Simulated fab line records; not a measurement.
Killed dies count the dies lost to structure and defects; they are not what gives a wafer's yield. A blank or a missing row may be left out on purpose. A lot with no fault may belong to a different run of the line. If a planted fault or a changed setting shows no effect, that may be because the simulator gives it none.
Split-lot experiment -- flow rit cmos -- route with 202 steps; 5 lots, 23 wafers read

== ABOUT THE SPLIT ==
At RIT_NRETRO_COAT_01 (resist thk 1300 nm), the setting resist thk nm was moved away from the recipe's 1300 nm on 12 of the 23 wafers read, by -2.4% to +4.5%. All remaining wafers had this setting at the recipe value.

The reading is taken at the split's own step.

== THE READING ==
NOVOLAK_of_NRETRO_COAT_01.thk nm (the simulator's own value, which no gauge read), in nm, at RIT_NRETRO_COAT_01 (resist thk 1300 nm). There is no usual value for it anywhere in the file. Average 1303 nm, standard deviation 3.6 nm, over the 11 wafers here run with the recipe.

wafer,"tool, chamber at the split","resist thk nm as run, nm",against the recipe,"NOVOLAK_of_NRETRO_COAT_01.thk nm, nm",against lot-mates on the recipe
L076.1,"litho track-03, 0",1359,+4.5%,1361,+61
L076.2,"litho track-03, 0",1359,+4.5%,1362,+62
L076.5,"litho track-03, 0",1359,+4.5%,1362,+62
L076.3,"litho track-03, 0",1300,recipe,1301,-
L076.6,"litho track-03, 0",1300,recipe,1299,-
L081.2,"litho track-01, 0",1300,recipe,1298,-
L081.3,"litho track-01, 0",1300,recipe,1298,-
L081.4,"litho track-01, 0",1269,-2.4%,1267,-31
L081.5,"litho track-01, 0",1269,-2.4%,1267,-31
L081.6,"litho track-01, 0",1269,-2.4%,1270,-28
L083.1,"litho track-02, 0",1279,-1.6%,1282,-22
L083.2,"litho track-02, 0",1279,-1.6%,1281,-23
L083.6,"litho track-02, 0",1279,-1.6%,1281,-23
L083.4,"litho track-02, 0",1300,recipe,1303,-
L083.5,"litho track-02, 0",1300,recipe,1305,-
L084.1,"litho track-03, 0",1325,+1.9%,1334,+28
L084.3,"litho track-03, 0",1325,+1.9%,1329,+23
L084.4,"litho track-03, 0",1325,+1.9%,1332,+26
L084.5,"litho track-03, 0",1300,recipe,1308,-
L084.6,"litho track-03, 0",1300,recipe,1304,-
L085.3,"litho track-03, 0",1300,recipe,1306,-
L085.5,"litho track-03, 0",1300,recipe,1307,-
L085.6,"litho track-03, 0",1300,recipe,1307,-

FIT RESULTS
A straight line over all 23 wafers: NOVOLAK_of_NRETRO_COAT_01.thk nm changes by +13.5 nm for each +1% of resist thk nm; r = +0.99; the points scatter about the line by 3.3 nm.
The same after taking each lot's own level away (the mean of its wafers on the recipe; 23 wafers): +13.4 nm for each +1%; r = +1.00; scatter 1.5 nm.
According to that fit, moving resist thk nm by its largest amount changes the reading by 61 nm.
The lots' own levels span 1298.0 to 1306.7 nm, that is 2.4 times the standard deviation above.
The two slopes agree, so the slope changes little with the lot-to-lot level.
Check: with one of the wafers moved furthest among these (+4.5%) left out of the fit, the line predicts +61.1 nm for it against its lot-mates. It came out at +61 nm against them.

== THESE WAFERS: OTHER SPLITS ==
Note: prior to the reading, these wafers also went through further splits. Each is held against what the fit with the lots' levels taken away leaves over:
other split on the same wafers,wafers away from the commonest value,r with NOVOLAK_of_NRETRO_COAT_01.thk nm (lot level and that fit taken away)
RIT_ACTIVE_COAT_06 resist thk nm,8,-0.07
RIT_ACTIVE_EXPOSE_08 dose mj,8,-0.22
RIT_NWELL_IMPLANT_08 energy kev,7,-0.13

== THE FILE'S OWN FIT ==
NOVOLAK_of_NRETRO_COAT_01.thk nm changes by +13.4 nm for each +1% of resist thk nm, r = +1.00.
